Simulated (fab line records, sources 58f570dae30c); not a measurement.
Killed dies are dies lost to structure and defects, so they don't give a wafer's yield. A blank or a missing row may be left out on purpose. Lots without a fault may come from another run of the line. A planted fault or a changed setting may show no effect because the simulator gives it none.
Split-lot experiment | flow berkeley_cmos170 | 5 lots, 23 wafers read, on a route of 331 steps

THE SPLIT
At UCB170_PLDD_PEB_04, the setting peb_temp_c was moved away from the recipe's 130 C on 6 of the 23 wafers read, by +1.8% to +2.6%. The other wafers ran this setting at the recipe's value.

FROM THE SPLIT TO THE READING: what the file shows between them, 1 step
- UCB170_PLDD_DEVELOP_05: develop time 45 s

THE READING
cd_nm, in nm, at UCB170_PLDD_CD_MEAS_06 (target cd 1200 nm). Fault-free wafers of this fab line usually give 1200.1 nm, standard deviation 1.3 nm.

wafer  | tool, chamber at the split | peb_temp_c as run, C | against the recipe | cd_nm, nm | against lot-mates on the recipe
L074.1 | litho_track-01, 0          | 130                  | recipe             | 1200.3    | -
L074.3 | litho_track-01, 0          | 133.4                | +2.6%              | 1220.0    | +20.1
L074.4 | litho_track-01, 0          | 133.4                | +2.6%              | 1219.9    | +20.0
L074.5 | litho_track-01, 0          | 133.4                | +2.6%              | 1219.7    | +19.8
L074.6 | litho_track-01, 0          | 130                  | recipe             | 1199.6    | -
L077.3 | litho_track-01, 0          | 130                  | recipe             | 1198.8    | -
L077.5 | litho_track-01, 0          | 130                  | recipe             | 1199.8    | -
L077.6 | litho_track-01, 0          | 130                  | recipe             | 1198.6    | -
L079.1 | litho_track-02, 0          | 130                  | recipe             | 1199.7    | -
L079.2 | litho_track-02, 0          | 130                  | recipe             | 1199.6    | -
L079.4 | litho_track-02, 0          | 130                  | recipe             | 1199.3    | -
L079.5 | litho_track-02, 0          | 130                  | recipe             | 1201.5    | -
L079.6 | litho_track-02, 0          | 130                  | recipe             | 1199.0    | -
L083.1 | litho_track-01, 0          | 130                  | recipe             | 1199.3    | -
L083.2 | litho_track-01, 0          | 130                  | recipe             | 1199.9    | -
L083.3 | litho_track-01, 0          | 130                  | recipe             | 1199.6    | -
L083.4 | litho_track-01, 0          | 130                  | recipe             | 1199.0    | -
L083.5 | litho_track-01, 0          | 130                  | recipe             | 1199.2    | -
L082.2 | litho_track-03, 0          | 130                  | recipe             | 1201.0    | -
L082.3 | litho_track-03, 0          | 132.4                | +1.8%              | 1214.7    | +14.7
L082.4 | litho_track-03, 0          | 130                  | recipe             | 1199.0    | -
L082.5 | litho_track-03, 0          | 132.4                | +1.8%              | 1214.8    | +14.8
L082.6 | litho_track-03, 0          | 132.4                | +1.8%              | 1214.1    | +14.1

THE FIT
A straight line over all 23 wafers: cd_nm changes by +7.85 nm for each +1% of peb_temp_c; r = +1.00; the points scatter about the line by 0.7 nm.
The same after taking each lot's own level away (the mean of its wafers on the recipe; 23 wafers): +7.69 nm for each +1%; r = +1.00; scatter 0.62 nm.
On that fit, the largest move of peb_temp_c shifts the reading by 20 nm.
The lots' own levels span 1199.07 to 1200.00 nm, that is 0.7 times the standard deviation above.
So the lot-to-lot level changes the slope little: the two slopes agree.
Check: with one of the wafers moved furthest among these (+2.6%) left out of the fit, the line predicts +20.2 nm for it against its lot-mates. It came out at +20.1 nm against them.

OTHER SPLITS ON THESE WAFERS
These wafers also went through other splits before the reading. Each is held against what the fit with the lots' levels taken away leaves over:
other split on the same wafers        | wafers away from the commonest value | r with cd_nm (lot level and that fit taken away)
UCB170_START_OXIDATION_02 temp_c      | 15                                   | -0.14
UCB170_ZERO_STRIP_07 o2_flow_sccm     | 8                                    | +0.14
UCB170_NWELL_CVD_04 sih2cl2_flow_sccm | 10                                   | +0.11
UCB170_NWELL_IMPLANT_14 energy_kev    | 11                                   | -0.28
UCB170_PWELL_IMPLANT_15 dose_cm2      | 5                                    | -0.08
UCB170_ACTIVE_CVD_05 temp_c           | 18                                   | +0.01
UCB170_FIELD_OXIDATION_01 temp_c      | 15                                   | -0.03
UCB170_NVT_IMPLANT_07 energy_kev      | 8                                    | -0.22
UCB170_GATE_COAT_07 spin_rpm          | 11                                   | -0.02
UCB170_GATE_ETCH_14 pressure_mtorr    | 15                                   | +0.11

THE FILE'S OWN FIT
cd_nm changes by +7.7 nm for each +1% of peb_temp_c, r = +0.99.
